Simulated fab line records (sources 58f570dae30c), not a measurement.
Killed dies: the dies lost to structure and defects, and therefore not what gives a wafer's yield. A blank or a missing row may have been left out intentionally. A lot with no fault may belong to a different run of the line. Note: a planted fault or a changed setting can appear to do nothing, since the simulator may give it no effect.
What tool caused it?    flow berkeley_cmos170    Sampling: 15 lots, 45 wafers, 6 of 331 route steps

## WHAT THE GAUGES READ, wafer by wafer
UCB170_PWELL_THK_MEAS_03. Usual: PWELL_OXIDE_THK typically reads 26.3 nm, with standard deviation 0.42.
lot   measured     on             PWELL_OXIDE_THK (nm)  flag
L293  day 3 03:10  film_metro-02  26.7 26.8 26.9        
L294  day 3 03:10  film_metro-01  26.3 26.8 26.2        
L296  day 3 08:14  film_metro-02  25.6 25.7 26.0        
L295  day 3 08:15  film_metro-01  26.1 26.6 26.3        
L298  day 3 20:47  film_metro-03  26.6 26.6 26.4        
L299  day 4 03:29  film_metro-02  25.9 26.3 26.3        
L303  day 4 19:35  film_metro-01  25.6 26.3 26.0        
L304  day 5 13:42  film_metro-02  26.7 26.3 26.5        
L308  day 6 09:28  film_metro-03  26.5 26.8 26.5        
L310  day 7 00:51  film_metro-03  26.3 25.9 26.3        
L311  day 7 00:51  film_metro-02  26.4 26.2 26.3        
L312  day 7 11:07  film_metro-01  26.6 26.8 26.7        
L313  day 7 11:07  film_metro-03  26.5 26.7 26.6        
L316  day 7 16:48  film_metro-01  25.2 25.3 25.4        
L315  day 7 16:50  film_metro-03  26.0 26.4 26.0        

UCB170_NVT_OVL_MEAS_06. Usual: NVT_OVL typically reads 0 nm, with standard deviation 6.3.
lot   measured      on          NVT_OVL (nm)  flag
L293  day 7 01:02   overlay-02  -2 -2 2       
L294  day 7 01:24   overlay-02  -3 1 0        
L296  day 7 01:33   overlay-01  -4 5 3        
L295  day 7 01:17   overlay-01  5 9 4         
L298  day 7 16:24   overlay-01  -11 -9 -7     
L299  day 8 02:27   overlay-01  4 -6 0        
L303  day 9 01:22   overlay-02  5 -1 -10      
L304  day 9 11:41   overlay-01  -5 -6 1       
L308  day 10 04:58  overlay-02  6 5 6         
L310  day 11 00:48  overlay-01  -6 -1 0       
L311  day 11 01:02  overlay-02  9 6 4         
L312  day 11 07:55  overlay-02  -6 -6 -11     
L313  day 11 07:42  overlay-02  -2 5 6        
L316  day 11 07:47  overlay-01  6 6 10        
L315  day 11 14:37  overlay-01  1 8 10        

UCB170_NSD_CD_MEAS_06: the cd target is 1200 nm. Usual: cd_nm reads 1199.8 nm (standard deviation 1.5).
lot   measured      on         cd_nm (nm)            flag
L293  day 8 12:38   cd_sem-01  1197.4 1198.5 1197.7  
L294  day 8 12:00   cd_sem-01  1201.8 1201.8 1200.6  
L296  day 8 12:48   cd_sem-02  1200.6 1199.1 1201.5  
L295  day 8 12:16   cd_sem-01  1198.7 1198.2 1200.0  
L298  day 9 09:53   cd_sem-02  1198.8 1198.2 1199.0  
L299  day 9 13:23   cd_sem-02  1201.2 1200.5 1200.7  
L303  day 10 09:11  cd_sem-02  1198.2 1198.7 1199.7  
L304  day 10 21:12  cd_sem-01  1201.0 1202.3 1200.1  
L308  day 11 15:10  cd_sem-01  1201.0 1202.5 1201.7  
L310  day 12 06:35  cd_sem-01  1199.0 1199.9 1199.0  
L311  day 12 06:02  cd_sem-01  1202.4 1202.2 1201.7  
L312  day 12 19:07  cd_sem-01  1200.3 1200.2 1199.0  
L313  day 12 18:52  cd_sem-02  1200.6 1198.2 1199.9  
L316  day 12 19:12  cd_sem-02  1198.8 1199.5 1199.1  
L315  day 13 05:00  cd_sem-02  1201.0 1200.5 1200.5  

UCB170_SDANNEAL_RS_MEAS_04: uses a four-point probe to measure. Usual: PLDD_RS typically reads 1032.3 ohm/sq, with standard deviation 2.7.
lot   measured      on             PLDD_RS (ohm/sq)                           flag
L293  day 8 14:28   film_metro-01  1032.9 1033.0 1032.0                       
L294  day 8 14:11   film_metro-03  1029.9 1031.6 1028.0                       
L296  day 8 14:58   film_metro-04  1033.2 1033.6 1030.8                       
L295  day 8 14:10   film_metro-04  1033.4 1032.9 1033.8                       
L298  day 9 12:10   film_metro-03  1030.7 1031.8 1031.5                       
L299  day 9 15:15   film_metro-03  1031.8 1030.4 1028.9                       
L303  day 10 10:57  film_metro-04  1029.0 1031.3 1032.2                       
L304  day 10 23:20  film_metro-04  1028.6 1029.8 1032.3                       
L308  day 11 17:43  film_metro-01  1030.4 1031.5 1030.2                       
L310  day 12 08:23  film_metro-01  1034.3 1034.7 1037.3                       
L311  day 12 07:50  film_metro-04  1089.3 1087.4 1084.9 1088.0 1085.9 1083.9  OFF
L312  day 12 21:21  film_metro-01  1087.8 1082.8 1085.2 1086.3 1083.0 1085.5  OFF
L313  day 12 20:58  film_metro-03  1033.0 1029.3 1034.3                       
L316  day 12 21:44  film_metro-04  1027.4 1026.2 1027.8                       
L315  day 13 06:46  film_metro-04  1077.8 1081.9 1079.0 1079.9 1083.8 1080.7  OFF

UCB170_SDANNEAL_RS_MEAS_05: uses a four-point probe to measure. Usual: NLDD_RS typically reads 617.0 ohm/sq, with standard deviation 1.3.
lot   measured      on             NLDD_RS (ohm/sq)   flag
L293  day 8 14:35   film_metro-01  617.9 618.9 617.1  
L294  day 8 14:18   film_metro-03  616.7 615.4 616.4  
L296  day 8 15:05   film_metro-04  614.2 615.5 615.9  
L295  day 8 14:17   film_metro-04  615.4 615.2 616.0  
L298  day 9 12:17   film_metro-03  618.3 617.3 617.6  
L299  day 9 15:22   film_metro-03  617.5 619.1 617.6  
L303  day 10 11:04  film_metro-04  619.5 618.7 617.7  
L304  day 10 23:28  film_metro-04  615.9 616.3 615.5  
L308  day 11 17:50  film_metro-01  616.7 617.0 616.9  
L310  day 12 08:30  film_metro-01  619.1 621.0 620.4  
L311  day 12 11:04  film_metro-04  615.8 616.5 617.2  
L312  day 13 01:53  film_metro-01  614.9 616.2 616.1  
L313  day 12 21:05  film_metro-03  616.6 616.1 616.2  
L316  day 12 21:52  film_metro-04  614.8 616.1 615.1  
L315  day 13 08:58  film_metro-04  618.0 617.5 616.5  

## TOOL THAT RAN EACH LOT (tool first, then ch and the chambers of the sampled wafers, then the start)
lot   UCB170_PLDD_IMPLANT_09
L293  implanter-01 ch 0, day 7 22:01
L294  implanter-04 ch 0, day 7 21:34
L296  implanter-04 ch 0, day 7 22:06
L295  implanter-03 ch 0, day 7 21:50
L298  implanter-04 ch 0, day 8 16:07
L299  implanter-03 ch 0, day 9 02:04
L303  implanter-03 ch 0, day 9 20:17
L304  implanter-04 ch 0, day 10 07:45
L308  implanter-03 ch 0, day 11 02:22
L310  implanter-01 ch 0, day 11 18:31
L311  implanter-04 ch 0, day 11 18:19
L312  implanter-04 ch 0, day 12 06:38
L313  implanter-01 ch 0, day 12 06:27
L316  implanter-01 ch 0, day 12 06:42
L315  implanter-04 ch 0, day 12 15:08
- UCB170_PLDD_IMPLANT_09

## AS READ BY THE TOOLS THEMSELVES (means over the sampled wafers that have a number; for cases with no such wafer, the mark the record gives instead)
UCB170_PLDD_IMPLANT_09. Usual: beam_energy_keV 10.000, standard deviation 0.0028; dose_ions_cm2 4.999e+13, standard deviation 6e+10; end_station_pressure_torr 5.13e-06 Torr, standard deviation 2.7e-07; faraday_current_uA 158.2, standard deviation 2.7.
lot   tool          beam_energy_keV  dose_ions_cm2  end_station_pressure_torr (Torr)  faraday_current_uA  flag
L293  implanter-01  10.002           4.999e+13      4.79e-06                          159.4               
L294  implanter-04  10.003           5.005e+13      4.91e-06                          157.5               
L296  implanter-04  10.003           4.990e+13      5.27e-06                          154.4               
L295  implanter-03  10.000           5.007e+13      4.94e-06                          160.4               
L298  implanter-04  10.001           4.996e+13      5.29e-06                          160.7               
L299  implanter-03  10.000           4.995e+13      5.40e-06                          156.1               
L303  implanter-03  9.999            4.997e+13      5.08e-06                          158.9               
L304  implanter-04  10.002           5.010e+13      5.10e-06                          157.9               
L308  implanter-03  10.002           5.007e+13      4.81e-06                          158.4               
L310  implanter-01  9.998            5.005e+13      5.16e-06                          157.9               
L311  implanter-04  10.000           4.401e+13      4.94e-06                          140.7               OFF
L312  implanter-04  10.003           4.396e+13      4.91e-06                          136.1               OFF
L313  implanter-01  10.000           4.994e+13      4.93e-06                          160.1               
L316  implanter-01  10.000           4.998e+13      5.52e-06                          159.6               
L315  implanter-04  10.000           4.404e+13      5.11e-06                          138.5               OFF

## THE ANSWER, worked out from the rows above alone
Rule: take the mean of a lot's wafers that have a number; if it is more than 3 standard deviations from the usual mean, the lot is off. Also off: a lot with no number at a reading for which 4 or more lots have one. Any other lot the step has rows for is counted as sound. First the gauges in route order, then the tools' own readings, where a lot's mean is used as printed above. At the first step where some lot is off, the reading lying furthest off is the one used; lots without a number count as furthest.
Off: at UCB170_SDANNEAL_RS_MEAS_04 (PLDD_RS), L311, L312, L315.
If a tool, at a process step before that reading, ran all the lots that are off and no sound lot after the first of them, it fits. Not tried: the gauges at UCB170_SDANNEAL_RS_MEAS_04; whatever is off there is also off at UCB170_PLDD_IMPLANT_09, on other tools, and gauge error can't account for it. One fits: UCB170_PLDD_IMPLANT_09 on implanter-04. Its last sound lot is L304 (day 10 07:45), its first lot that is off L311 (day 11 18:19): a fault that began between those two fits.
The tool's own readings at UCB170_PLDD_IMPLANT_09 bear it out: on the lots that are off they differ by more than 5 times the standard deviation of the sound lots' means. dose_ions_cm2 reads 4.400e+13 there against 5.000e+13 on the sound lots; faraday_current_uA reads 138.4 there against 158.4 on the sound lots.

## WHAT HAD BEEN PUT IN BY THE SIMULATOR
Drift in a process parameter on implanter-04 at UCB170_PLDD_IMPLANT_09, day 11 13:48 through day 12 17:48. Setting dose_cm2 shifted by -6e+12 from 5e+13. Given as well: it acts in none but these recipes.
Lots struck among those shown: L311, L312, L315. Same finding as the rule above.
